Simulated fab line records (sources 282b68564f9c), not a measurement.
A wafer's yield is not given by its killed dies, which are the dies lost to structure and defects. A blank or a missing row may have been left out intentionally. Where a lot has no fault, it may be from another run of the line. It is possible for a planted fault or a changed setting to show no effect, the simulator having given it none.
A lot that was struck, set against a sound lot -- flow rit-cmos -- 19 steps out of a route of 202
Sound: wafers L959.1, L959.4, L959.6. Wafers struck: L972.2, L972.4, L972.5. At the end, the cause is stated.
At each step with rows: each side's tool, then ch and its chambers, then its first start. Under that, the readings that differ: sound wafers -- struck wafers -- difference of the means -- sigmas: that difference in standard deviations of wafers without a fault.
alike: readings with means less than 2 such deviations apart, plus words and numbers identical on both sides. not compared: withheld readings, readings lacking a value on some wafer, bounds such as >300 that could conceal the same value, and numbers that have no deviation in the record and whose values overlap.
The two part at a step that has a row with sigmas, a row that says differs or no value, or rows on one side only. Numbers that have no deviation but don't overlap get no sigmas and don't part them. A reading that every wafer of one side lacks parts them only if that side has two wafers or more.

first, 1 step without rows for these wafers: RIT_SILICIDE_WET_ETCH_00 (etches SiO2 in BOE, target depth 14 nm, time 15 s).
RIT_SILICIDE_SPUTTER_01: material Ti, target thk 30 nm, time 240 s.
  sound on pvd-sputter-01 at day 3 05:16; struck on pvd-sputter-04 at day 5 19:18
reading,sound,struck,difference,sigmas
throttle-valve-pct (%),28.8 27.5 27.5,31.3 31.4 32.6,+3.8,+3
RIT_SILICIDE_RS_MEAS_02: the measuring method here is four-point-probe.
  sound on film-metro-02 at day 3 05:25; struck on film-metro-01 at day 5 19:28
  alike: SILICIDE_TI_RS
RIT_SILICIDE_THK_MEAS_03: measures by xrf.
  sound on film-metro-02 at day 3 05:32; struck on film-metro-01 at day 5 19:35
reading,sound,struck,difference,sigmas
SILICIDE_TI_THK (nm),29.5 29.4 29.4,30.3 30.3 30.1,+0.8,+2
RIT_SILICIDE_RTA_04: time 10 s, ramp up 5 s, ramp down 5 s.
  sound on rtp-anneal-02 ch 0, day 3 05:35; struck on rtp-anneal-01 ch 0, day 5 19:38
reading,sound,struck,difference,sigmas
wafer_temp_C_max,653.2 653.7 654.0,656.7 657.8 654.8,+2.8,+2
then, 1 step without rows for these wafers: RIT_SILICIDE_WET_ETCH_05 (etches Ti in SPM, time 120 s).
RIT_SILICIDE_RTA_06: time 10 s, ramp up 5 s, ramp down 10 s.
  sound on rtp-anneal-01 ch 0, day 3 05:42; struck on rtp-anneal-02 ch 0, day 5 19:45
  alike: wafer_temp_C_max
RIT_CONTACT_CVD_00: deposits SiO2 from TEOS, target thk 400 nm, time 61 s.
  sound on pecvd-02 ch 0, day 3 05:46; struck on pecvd-04 ch 0,2, day 5 19:48
  alike: heater-power-w, rf-fwd-power-W
RIT_CONTACT_THK_MEAS_01:
  sound on film-metro-01 at day 3 05:50; struck on film-metro-02 at day 5 19:52
  alike: CONTACT_TEOS_THK
then, 3 steps without rows for these wafers: RIT_CONTACT_HMDS_02 (prime time 60 s); RIT_CONTACT_COAT_03 (resist thk 1000 nm); RIT_CONTACT_SOFTBAKE_04 (time 60 s).
RIT_CONTACT_EXPOSE_05: exposes mask M11, target cd 1000 nm.
  sound on iline-stepper-01 ch 0, day 3 06:21; struck on iline-stepper-01 ch 0, day 5 20:31
reading,sound,struck,difference,sigmas
model.CONTACT.overlay-x-nm (nm),-0.3898 -0.3898 -0.3898,130.7 130.7 130.7,+131.1,
  alike: mask
then, 2 steps without rows for these wafers: RIT_CONTACT_PEB_06; RIT_CONTACT_DEVELOP_07 (develop time 120 s).
RIT_CONTACT_CD_MEAS_08: the cd target is 1000 nm.
  sound on cd-sem-02 at day 3 06:52; struck on cd-sem-02 at day 5 21:02
  alike: cd-nm
RIT_CONTACT_OVL_MEAS_09:
  sound on overlay-02 at day 3 06:59; struck on overlay-01 at day 5 21:08
reading,sound,struck,difference,sigmas
CONTACT_OVL (nm),-1.5 -0.6 -1.2,129.1 128.0 128.7,+129.7,+99 or more
then, 1 step without rows for these wafers: RIT_CONTACT_HARDBAKE_10 (time 60 s).
RIT_M1_PROBE_99:
  sound on prober-02 at day 3 12:20; struck on prober-02 at day 6 02:24
reading,sound,struck,difference,sigmas
model.etest.contact-to-gate.bv-left-v (V),89.64 90.89 90.54,157.5 156.2 156.5,+66.4,
model.etest.contact-to-gate.bv-right-v (V),89.9 88.88 88.91,25.07 26.9 24.38,-63.78,
  alike: killed-at-contacts, killed-at-front-end, killed-dies, killed-open, killed-short

## WHERE THEY PART
First at RIT_SILICIDE_SPUTTER_01; last, within this record, at RIT_CONTACT_OVL_MEAS_09. Later steps at which nothing parts them and some readings are alike: RIT_M1_PROBE_99.

WHY: the cause the simulator had injected
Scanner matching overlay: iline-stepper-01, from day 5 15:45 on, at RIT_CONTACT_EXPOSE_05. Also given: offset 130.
